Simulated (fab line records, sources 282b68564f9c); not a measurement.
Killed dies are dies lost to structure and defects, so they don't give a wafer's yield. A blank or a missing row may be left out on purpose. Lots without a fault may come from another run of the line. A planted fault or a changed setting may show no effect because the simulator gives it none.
fab line records | flow rit_cmos | part 1 of 2: steps 1 to 34 of 47
record lots=5 wafers=15 last_day=8
route steps=202 shown GATE@96 REOX@98 NLDD@103 PLDD@114 SPACER@125 NSD@131 PSD@142
lots that met no fault: from a run of the same line without faults
start_h: hours from the record's first day to the start of the lot's first wafer shown | wait_h: hours since the lot's step before | " the same as in the row above | L1.1+2: a row that stands for several wafers | - no value, or no start given | * or withheld: withheld | < > ~ a bound
route shown NAME@n: a module of which the file shows steps, and the number in the route of the first | usual: mean/standard deviation of fault-free wafers | same: alike in all rows | chamber/n: place in a boat | sites: the reading at each site | _std_site: their standard deviation | _edge_site: outer sites' mean less inner sites' | radius_mm: how far each site lies from the wafer's centre | mask NAME#n: copy n | behind: the tool/chamber that last shaped the wafer | hold: why the lot was held/for how many hours/how that ended | device: the transistor (n, p or np) that didn't switch | end of line: the same wafers' tests at the end of the route | a step without rows: its recipe alone | killed: dies lost to structure and defects at the first sort, not the wafer's yield | map: a wafer's dies, x killed, . not, _ none there
set.NAME: the setting as run; set.NAME@STEP: as run at that earlier step | model.NAME: the simulator's own value behind a step, which no gauge read
lots at some steps of the route; a table a step, a row a wafer
services: from which hour (start_h, from the record's first day; less than 0 if before it) a tool's chamber was out of use, for how many hours, and why
## steps
# step RIT_GATE_STRIP_20
# recipe chemistry=O2 time_s=180 resist=NOVOLAK platen_temp_c=withheld power_w=500 pressure_mtorr=4000 o2_flow_sccm=4000
# usual drypump_motor_current_A=5.7/0.3 o2_flow_sccm=4000/12
# columns lot.wafer tool chamber start_h wait_h drypump_motor_current_A o2_flow_sccm rf_hours_counter_h
L074.2 plasma_asher-03 1 47.52 0.1 5.4 4000 42
L074.3 " 0 " " 5.8 3999 -
L074.6 " 1 " " 5.4 3990 -
L083.3 plasma_asher-04 1 89.64 0.1 5.7 3993 -
L083.5 " 0 " " 5.3 3999 -
L083.6 " 1 " " 5.7 3975 -
L088.4 plasma_asher-03 0 107.66 0.1 5.8 3980 -
L088.5 " 1 " " 5.3 3983 -
L088.6 " 0 " " 5.8 3991 -
L089.4 plasma_asher-03 0 117.75 0.1 5.8 3986 -
L089.5 " 1 " " 5.3 4006 -
L089.6 " 0 " " 5.8 3993 -
L097.1 plasma_asher-01 1 162.21 0.1 5.6 4006 39
L097.3 " 1 " " 5.6 3993 -
L097.6 " 1 " " 5.6 3981 -
# step RIT_GATE_CD_MEAS_90
# recipe target_cd_nm=150
# usual cd_nm=148.7/2.9
# columns lot.wafer tool chamber start_h wait_h cd_nm
L074.2 cd_sem-01 - 47.71 0.1 147.0
L074.3 " - " " 147.1
L074.6 " - " " 147.8
L083.3 cd_sem-02 - 89.80 0.1 144.8
L083.5 " - " " 146.8
L083.6 " - " " 146.2
L088.4 cd_sem-02 - 107.84 0.1 149.0
L088.5 " - " " 149.9
L088.6 " - " " 152.0
L089.4 cd_sem-02 - 117.93 0.1 146.3
L089.5 " - " " 148.5
L089.6 " - " " 148.0
L097.1 cd_sem-02 - 162.38 0.1 147.2
L097.3 " - " " 148.8
L097.6 " - " " 147.2
# step RIT_REOX_CLEAN_00
# recipe chemistry=SC1 mix=3:3:50 time_s=600 temp_c=75
# columns lot.wafer tool chamber start_h wait_h
L074.2+3+6 wet_bench-04 0 47.81 0.1
L083.3+5+6 wet_bench-04 0 89.88 0.1
L088.4+5+6 wet_bench-01 2 107.90 0.0
L089.4+5+6 wet_bench-04 1 117.99 0.0
L097.1+3+6 wet_bench-01 1 162.50 0.1
# step RIT_REOX_CLEAN_01
# recipe chemistry=dHF dilution=50:1 time_s=30
# columns lot.wafer tool chamber start_h wait_h
L074.2+3+6 wet_bench-01 0 47.99 0.0
L083.3+5+6 wet_bench-03 1 90.05 0.0
L088.4+5+6 wet_bench-04 3 108.07 0.0
L089.4+5+6 wet_bench-01 2 118.18 0.0
L097.1+3+6 wet_bench-04 1 162.70 0.0
# step RIT_REOX_CLEAN_02
# recipe chemistry=SC2 mix=3:3:50 time_s=600 temp_c=75 dry=n2_spin
# columns lot.wafer tool chamber start_h wait_h
L074.2+3+6 wet_bench-04 2 48.00 0.0
L083.3+5+6 wet_bench-01 1 90.07 0.0
L088.4+5+6 wet_bench-03 0 108.09 0.0
L089.4+5+6 wet_bench-03 1 118.20 0.0
L097.1+3+6 wet_bench-03 0 162.71 0.0
# step RIT_REOX_OXIDATION_03
# recipe temp_c=900 ambient=O2 target_thk_a=252 ox_time_s=5580
# columns lot.wafer tool chamber start_h wait_h
L074.2+3+6 furnace-03 0 48.97 0.8
L083.3+5+6 furnace-01 0 90.40 0.2
L088.4+5+6 furnace-01 0 109.68 1.4
L089.4+5+6 furnace-01 0 119.24 0.9
L097.1+3+6 furnace-03 0 163.23 0.3
# step RIT_REOX_THK_MEAS_04
# recipe reads=SiO2_of_REOX_OXIDATION_03
# usual REOX_OXIDE_THK=25.1/0.58
# columns lot.wafer tool chamber start_h wait_h REOX_OXIDE_THK[nm]
L074.2 film_metro-02 - 51.53 0.0 25.4
L074.3 " - " " 25.7
L074.6 " - " " 25.5
L083.3 film_metro-04 - 92.97 0.0 25.7
L083.5 " - " " 25.3
L083.6 " - " " 25.0
L088.4 film_metro-02 - 112.26 0.0 25.4
L088.5 " - " " 25.1
L088.6 " - " " 24.8
L089.4 film_metro-04 - 121.82 0.0 24.9
L089.5 " - " " 24.1
L089.6 " - " " 24.6
L097.1 film_metro-02 - 165.78 0.0 25.1
L097.3 " - " " 25.2
L097.6 " - " " 25.5
# step RIT_NLDD_HMDS_00
# recipe prime_time_s=60 prime_temp_c=140
# usual prime_temp_c=139.98/0.14
# same prime_time_s=60
# columns lot.wafer tool chamber start_h wait_h prime_temp_c
L074.2 litho_track-02 0 51.60 0.1 139.96
L074.3 " 0 " " 139.69
L074.6 " 0 " " 139.74
L083.3 litho_track-02 0 93.06 0.1 139.89
L083.5 " 0 " " 139.99
L083.6 " 0 " " 139.99
L088.4 litho_track-02 0 112.51 0.2 140.21
L088.5 " 0 " " 139.99
L088.6 " 0 " " 140.10
L089.4 litho_track-01 0 121.95 0.1 139.80
L089.5 " 0 " " 140.17
L089.6 " 0 " " 140.01
L097.1 litho_track-03 0 165.84 0.1 139.98
L097.3 " 0 " " 139.89
L097.6 " 0 " " 140.19
# step RIT_NLDD_COAT_01
# recipe resist=NOVOLAK spin_rpm=3250 resist_thk_nm=1000
# columns lot.wafer tool chamber start_h wait_h
L074.2+3+6 litho_track-02 0 51.75 0.1
L083.3+5+6 litho_track-02 0 93.21 0.1
L088.4+5+6 litho_track-02 0 112.66 0.1
L089.4+5+6 litho_track-01 0 122.10 0.1
L097.1+3+6 litho_track-03 0 165.99 0.1
# step RIT_NLDD_SOFTBAKE_02
# recipe resist=NOVOLAK temp_c=90 time_s=60
# columns lot.wafer tool chamber start_h wait_h
L074.2+3+6 litho_track-02 0 51.90 0.1
L083.3+5+6 litho_track-02 0 93.36 0.1
L088.4+5+6 litho_track-02 0 112.81 0.1
L089.4+5+6 litho_track-01 0 122.25 0.1
L097.1+3+6 litho_track-03 0 166.14 0.1
# step RIT_NLDD_EXPOSE_03
# recipe mask_id=M7 na=0.57 target_cd_nm=40700 dose_mj=250
# columns lot.wafer tool chamber start_h wait_h mask
L074.2+3+6 iline_stepper-02 0 52.05 0.1 M7#0
L083.3+5+6 iline_stepper-02 0 93.62 0.2 M7#0
L088.4+5+6 iline_stepper-01 0 112.98 0.1 M7#0
L089.4+5+6 iline_stepper-01 0 122.38 0.1 M7#0
L097.1+3+6 iline_stepper-01 0 166.36 0.2 M7#0
# step RIT_NLDD_PEB_04
# recipe resist=NOVOLAK temp_c=withheld time_s=withheld
# columns lot.wafer tool chamber start_h wait_h
L074.2+3+6 litho_track-03 0 52.17 0.1
L083.3+5+6 litho_track-01 0 93.82 0.2
L088.4+5+6 litho_track-01 0 113.28 0.3
L089.4+5+6 litho_track-02 0 122.52 0.1
L097.1+3+6 litho_track-01 0 166.54 0.2
# step RIT_NLDD_DEVELOP_05
# recipe resist=NOVOLAK develop_time_s=50 dev_temp_c=23
# columns lot.wafer tool chamber start_h wait_h
L074.2+3+6 litho_track-03 0 - -
L083.3+5+6 litho_track-01 0 - -
L088.4+5+6 litho_track-01 0 - -
L089.4+5+6 litho_track-02 0 - -
L097.1+3+6 litho_track-01 0 - -
# step RIT_NLDD_OVL_MEAS_06
# usual NLDD_OVL=0.3/1.3
# columns lot.wafer tool chamber start_h wait_h NLDD_OVL[nm]
L074.2 overlay-02 - 52.43 - 0.6
L074.3 " - " " -0.6
L074.6 " - " " -0.5
L083.3 overlay-02 - 94.06 - -0.3
L083.5 " - " " -0.7
L083.6 " - " " 0.0
L088.4 overlay-01 - 113.51 - 1.9
L088.5 " - " " 1.1
L088.6 " - " " 0.0
L089.4 overlay-02 - 122.74 - 0.7
L089.5 " - " " 0.9
L089.6 " - " " 0.9
L097.1 overlay-01 - 166.82 - 0.7
L097.3 " - " " 1.1
L097.6 " - " " 0.4
# step RIT_NLDD_HARDBAKE_07
# recipe resist=NOVOLAK temp_c=140 time_s=60
# columns lot.wafer tool chamber start_h wait_h
L074.2+3+6 litho_track-02 0 52.49 0.0
L083.3+5+6 litho_track-02 0 94.14 0.1
L088.4+5+6 litho_track-01 0 113.72 0.2
L089.4+5+6 litho_track-01 0 122.84 0.1
L097.1+3+6 litho_track-01 0 166.97 0.1
# step RIT_NLDD_IMPLANT_08
# recipe species=P energy_kev=20 dose_cm2=5e+14 tilt_deg=7
# usual beam_on_s=9.99/0.18
# columns lot.wafer tool chamber start_h wait_h beam_on_s
L074.2 implanter-01 0 52.64 0.1 10.14
L074.3 " 0 " " 10.16
L074.6 " 0 " " 9.98
L083.3 implanter-01 0 94.29 0.1 9.91
L083.5 " 0 " " 10.00
L083.6 " 0 " " 10.12
L088.4 implanter-02 0 113.87 0.1 10.07
L088.5 " 0 " " 9.63
L088.6 " 0 " " 10.05
L089.4 implanter-04 0 122.99 0.1 9.95
L089.5 " 0 " " 10.07
L089.6 " 0 " " 10.10
L097.1 implanter-04 0 167.12 0.1 10.05
L097.3 " 0 " " 9.98
L097.6 " 0 " " 10.00
# step RIT_NLDD_STRIP_09
# recipe chemistry=O2 time_s=180 resist=NOVOLAK platen_temp_c=withheld power_w=500 pressure_mtorr=4000 o2_flow_sccm=4000
# usual drypump_motor_current_A=5.8/0.34 o2_flow_sccm=3997/12
# columns lot.wafer tool chamber start_h wait_h drypump_motor_current_A o2_flow_sccm rf_hours_counter_h
L074.2 plasma_asher-04 0 52.76 0.1 5.3 4004 36
L074.3 " 1 " " 5.7 3991 -
L074.6 " 1 " " 5.7 3988 -
L083.3 plasma_asher-04 0 94.45 0.1 5.3 3990 -
L083.5 " 1 " " 5.7 3984 -
L083.6 " 0 " " 5.3 4007 -
L088.4 plasma_asher-01 0 114.00 0.1 6.2 3986 -
L088.5 " 0 " " 6.2 3990 -
L088.6 " 1 " " 5.6 4021 -
L089.4 plasma_asher-02 0 123.12 0.1 6.2 4001 -
L089.5 " 1 " " 5.7 3998 -
L089.6 " 0 " " 6.3 4000 -
L097.1 plasma_asher-01 0 167.27 0.1 6.2 3989 39
L097.3 " 1 " " 5.6 3987 -
L097.6 " 1 " " 5.6 3990 -
# step RIT_NLDD_TW_MEAS_10
# usual NLDD_TW=2505/11
# columns lot.wafer tool chamber start_h wait_h NLDD_TW
L074.2 film_metro-01 - 52.95 0.1 2494
L074.3 " - " " 2514
L074.6 " - " " 2509
L083.3 film_metro-01 - 94.58 0.1 2519
L083.5 " - " " 2513
L083.6 " - " " 2516
L088.4 film_metro-01 - 114.15 0.1 2490
L088.5 " - " " 2490
L088.6 " - " " 2505
L089.4 film_metro-02 - 123.27 0.1 2494
L089.5 " - " " 2497
L089.6 " - " " 2496
L097.1 film_metro-01 - 167.45 0.1 2524
L097.3 " - " " 2525
L097.6 " - " " 2515
# step RIT_PLDD_HMDS_00
# recipe prime_time_s=60 prime_temp_c=140
# usual prime_temp_c=139.98/0.16
# same prime_time_s=60
# columns lot.wafer tool chamber start_h wait_h prime_temp_c
L074.2 litho_track-04 0 53.02 0.1 139.85
L074.3 " 0 " " 139.92
L074.6 " 0 " " 139.87
L083.3 litho_track-01 0 94.77 0.2 140.08
L083.5 " 0 " " 139.81
L083.6 " 0 " " 139.89
L088.4 litho_track-03 0 114.25 0.1 139.77
L088.5 " 0 " " 140.04
L088.6 " 0 " " 140.05
L089.4 litho_track-01 0 123.37 0.1 140.38
L089.5 " 0 " " 140.00
L089.6 " 0 " " 140.07
L097.1 litho_track-03 0 167.51 0.1 139.94
L097.3 " 0 " " 139.98
L097.6 " 0 " " 139.56
# step RIT_PLDD_COAT_01
# recipe resist=NOVOLAK spin_rpm=3250 resist_thk_nm=1000
# columns lot.wafer tool chamber start_h wait_h
L074.2+3+6 litho_track-04 0 53.17 0.1
L083.3+5+6 litho_track-01 0 94.92 0.1
L088.4+5+6 litho_track-03 0 114.40 0.1
L089.4+5+6 litho_track-01 0 123.52 0.1
L097.1+3+6 litho_track-03 0 167.66 0.1
# step RIT_PLDD_SOFTBAKE_02
# recipe resist=NOVOLAK temp_c=90 time_s=60
# columns lot.wafer tool chamber start_h wait_h
L074.2+3+6 litho_track-04 0 53.32 0.1
L083.3+5+6 litho_track-01 0 95.07 0.1
L088.4+5+6 litho_track-03 0 114.55 0.1
L089.4+5+6 litho_track-01 0 123.67 0.1
L097.1+3+6 litho_track-03 0 167.81 0.1
# step RIT_PLDD_EXPOSE_03
# recipe mask_id=M8 na=0.57 target_cd_nm=40900 dose_mj=250
# columns lot.wafer tool chamber start_h wait_h mask
L074.2+3+6 iline_stepper-01 0 53.47 0.1 M8#0
L083.3+5+6 iline_stepper-02 0 95.42 0.3 M8#0
L088.4+5+6 iline_stepper-01 0 114.69 0.1 M8#0
L089.4+5+6 iline_stepper-01 0 123.81 0.1 M8#0
L097.1+3+6 iline_stepper-01 0 168.03 0.2 M8#0
# step RIT_PLDD_PEB_04
# recipe resist=NOVOLAK temp_c=withheld time_s=withheld
# columns lot.wafer tool chamber start_h wait_h
L074.2+3+6 litho_track-03 0 53.59 0.1
L083.3+5+6 litho_track-04 0 95.55 0.1
L088.4+5+6 litho_track-04 0 114.82 0.1
L089.4+5+6 litho_track-04 0 123.94 0.1
L097.1+3+6 litho_track-01 0 168.14 0.1
# step RIT_PLDD_DEVELOP_05
# recipe resist=NOVOLAK develop_time_s=50 dev_temp_c=23
# columns lot.wafer tool chamber start_h wait_h
L074.2+3+6 litho_track-03 0 - -
L083.3+5+6 litho_track-04 0 - -
L088.4+5+6 litho_track-04 0 - -
L089.4+5+6 litho_track-04 0 - -
L097.1+3+6 litho_track-01 0 - -
# step RIT_PLDD_OVL_MEAS_06
# usual PLDD_OVL=-0.2/1.4
# columns lot.wafer tool chamber start_h wait_h PLDD_OVL[nm]
L074.2 overlay-01 - 53.85 - 0.5
L074.3 " - " " 0.4
L074.6 " - " " 1.3
L083.3 overlay-02 - 95.79 - -0.1
L083.5 " - " " 0.5
L083.6 " - " " 0.5
L088.4 overlay-01 - 115.05 - 0.7
L088.5 " - " " 1.3
L088.6 " - " " 0.3
L089.4 overlay-01 - 124.16 - -1.8
L089.5 " - " " -1.0
L089.6 " - " " -1.7
L097.1 overlay-02 - 168.43 - -1.3
L097.3 " - " " -0.1
L097.6 " - " " 2.7
# step RIT_PLDD_HARDBAKE_07
# recipe resist=NOVOLAK temp_c=140 time_s=60
# columns lot.wafer tool chamber start_h wait_h
L074.2+3+6 litho_track-01 0 53.91 0.0
L083.3+5+6 litho_track-03 0 95.86 0.1
L088.4+5+6 litho_track-04 0 115.14 0.1
L089.4+5+6 litho_track-03 0 124.26 0.1
L097.1+3+6 litho_track-03 0 168.46 0.0
# step RIT_PLDD_IMPLANT_08
# recipe species=BF2 energy_kev=20 dose_cm2=9e+14 tilt_deg=7
# usual beam_on_s=10.01/0.2
# columns lot.wafer tool chamber start_h wait_h beam_on_s
L074.2 implanter-03 0 54.06 0.1 9.58
L074.3 " 0 " " 10.12
L074.6 " 0 " " 9.36
L083.3 implanter-03 0 96.01 0.1 10.14
L083.5 " 0 " " 10.09
L083.6 " 0 " " 10.09
L088.4 implanter-01 0 115.29 0.1 9.88
L088.5 " 0 " " 9.86
L088.6 " 0 " " 9.93
L089.4 implanter-01 0 124.41 0.1 9.95
L089.5 " 0 " " 10.35
L089.6 " 0 " " 10.44
L097.1 implanter-03 0 168.61 0.1 9.67
L097.3 " 0 " " 10.06
L097.6 " 0 " " 10.11
# step RIT_PLDD_STRIP_09
# recipe chemistry=O2 time_s=180 resist=NOVOLAK platen_temp_c=withheld power_w=500 pressure_mtorr=4000 o2_flow_sccm=4000
# usual drypump_motor_current_A=5.7/0.33 o2_flow_sccm=4004/11
# columns lot.wafer tool chamber start_h wait_h drypump_motor_current_A o2_flow_sccm rf_hours_counter_h
L074.2 plasma_asher-02 1 54.18 0.1 5.7 3995 42
L074.3 " 0 " " 6.3 4016 -
L074.6 " 1 " " 5.7 3988 -
L083.3 plasma_asher-03 0 96.17 0.1 5.8 4001 -
L083.5 " 1 " " 5.3 4008 -
L083.6 " 0 " " 5.8 4008 -
L088.4 plasma_asher-02 0 115.42 0.1 6.3 3992 -
L088.5 " 1 " " 5.7 3996 -
L088.6 " 0 " " 6.3 4023 -
L089.4 plasma_asher-04 0 124.54 0.1 5.3 4026 -
L089.5 " 1 " " 5.7 4023 -
L089.6 " 0 " " 5.3 4012 -
L097.1 plasma_asher-02 0 168.76 0.1 6.3 3996 55
L097.3 " 1 " " 5.7 4016 -
L097.6 " 0 " " 6.3 4007 -
# step RIT_PLDD_TW_MEAS_10
# usual PLDD_TW=2363/11
# columns lot.wafer tool chamber start_h wait_h PLDD_TW
L074.2 film_metro-01 - 54.37 0.1 2358
L074.3 " - " " 2344
L074.6 " - " " 2364
L083.3 film_metro-02 - 96.31 0.1 2366
L083.5 " - " " 2363
L083.6 " - " " 2363
L088.4 film_metro-02 - 115.57 0.1 2358
L088.5 " - " " 2354
L088.6 " - " " 2351
L089.4 film_metro-02 - 124.69 0.1 2357
L089.5 " - " " 2356
L089.6 " - " " 2352
L097.1 film_metro-01 - 168.94 0.1 2368
L097.3 " - " " 2384
L097.6 " - " " 2376
# step RIT_SPACER_CLEAN_00
# recipe chemistry=SC1 mix=3:3:50 time_s=600 temp_c=75
# columns lot.wafer tool chamber start_h wait_h
L074.2+3+6 wet_bench-02 1 54.42 0.0
L083.3+5+6 wet_bench-04 2 96.35 0.0
L088.4+5+6 wet_bench-04 0 115.60 0.0
L089.4+5+6 wet_bench-03 3 124.72 0.0
L097.1+3+6 wet_bench-03 2 169.00 0.1
# step RIT_SPACER_CLEAN_01
# recipe chemistry=dHF dilution=50:1 time_s=30
# columns lot.wafer tool chamber start_h wait_h
L074.2+3+6 wet_bench-03 3 54.59 0.0
L083.3+5+6 wet_bench-04 2 96.52 0.0
L088.4+5+6 wet_bench-03 2 115.77 0.0
L089.4+5+6 wet_bench-02 0 124.89 0.0
L097.1+3+6 wet_bench-04 1 169.17 0.0
# step RIT_SPACER_CLEAN_02
# recipe chemistry=SC2 mix=3:3:50 time_s=600 temp_c=75 dry=n2_spin
# columns lot.wafer tool chamber start_h wait_h
L074.2+3+6 wet_bench-04 2 54.61 0.0
L083.3+5+6 wet_bench-04 2 96.54 0.0
L088.4+5+6 wet_bench-02 2 115.79 0.0
L089.4+5+6 wet_bench-04 1 124.91 0.0
L097.1+3+6 wet_bench-03 3 169.19 0.0
# step RIT_SPACER_CVD_03
# recipe material=Si3N4 target_thk_nm=250 temp_c=810 precursor=SiH2Cl2/NH3 time_s=3300 pressure_mtorr=300 sih2cl2_flow_sccm=60 nh3_flow_sccm=150
# usual nh3_flow_sccm=150.0/0.52
# columns lot.wafer tool chamber start_h wait_h nh3_flow_sccm
L074.2 lpcvd-02 0 54.79 0.0 150.5
L074.3 " 0 " " 150.1
L074.6 " 0 " " 149.9
L083.3 lpcvd-02 0 96.72 0.0 150.8
L083.5 " 0 " " 149.1
L083.6 " 0 " " 149.6
L088.4 lpcvd-02 0 116.37 0.4 149.7
L088.5 " 0 " " 149.8
L088.6 " 0 " " 150.0
L089.4 lpcvd-01 0 125.91 0.8 149.6
L089.5 " 0 " " 150.1
L089.6 " 0 " " 149.9
L097.1 lpcvd-02 0 169.37 0.0 150.2
L097.3 " 0 " " 150.6
L097.6 " 0 " " 150.7
# step RIT_SPACER_THK_MEAS_04
# recipe reads=Si3N4_of_SPACER_CVD_03
# usual SPACER_NITRIDE_THK=248.2/2
# columns lot.wafer tool chamber start_h wait_h SPACER_NITRIDE_THK[nm]
L074.2 film_metro-04 - 56.71 0.0 247.7
L074.3 " - " " 247.6
L074.6 " - " " 245.1
L083.3 film_metro-04 - 98.65 0.0 247.6
L083.5 " - " " 247.7
L083.6 " - " " 247.7
L088.4 film_metro-04 - 118.32 0.0 250.0
L088.5 " - " " 245.8
L088.6 " - " " 245.4
L089.4 film_metro-04 - 128.82 0.0 249.5
L089.5 " - " " 248.4
L089.6 " - " " 249.1
L097.1 film_metro-01 - 171.28 0.0 247.5
L097.3 " - " " 248.6
L097.6 " - " " 250.4
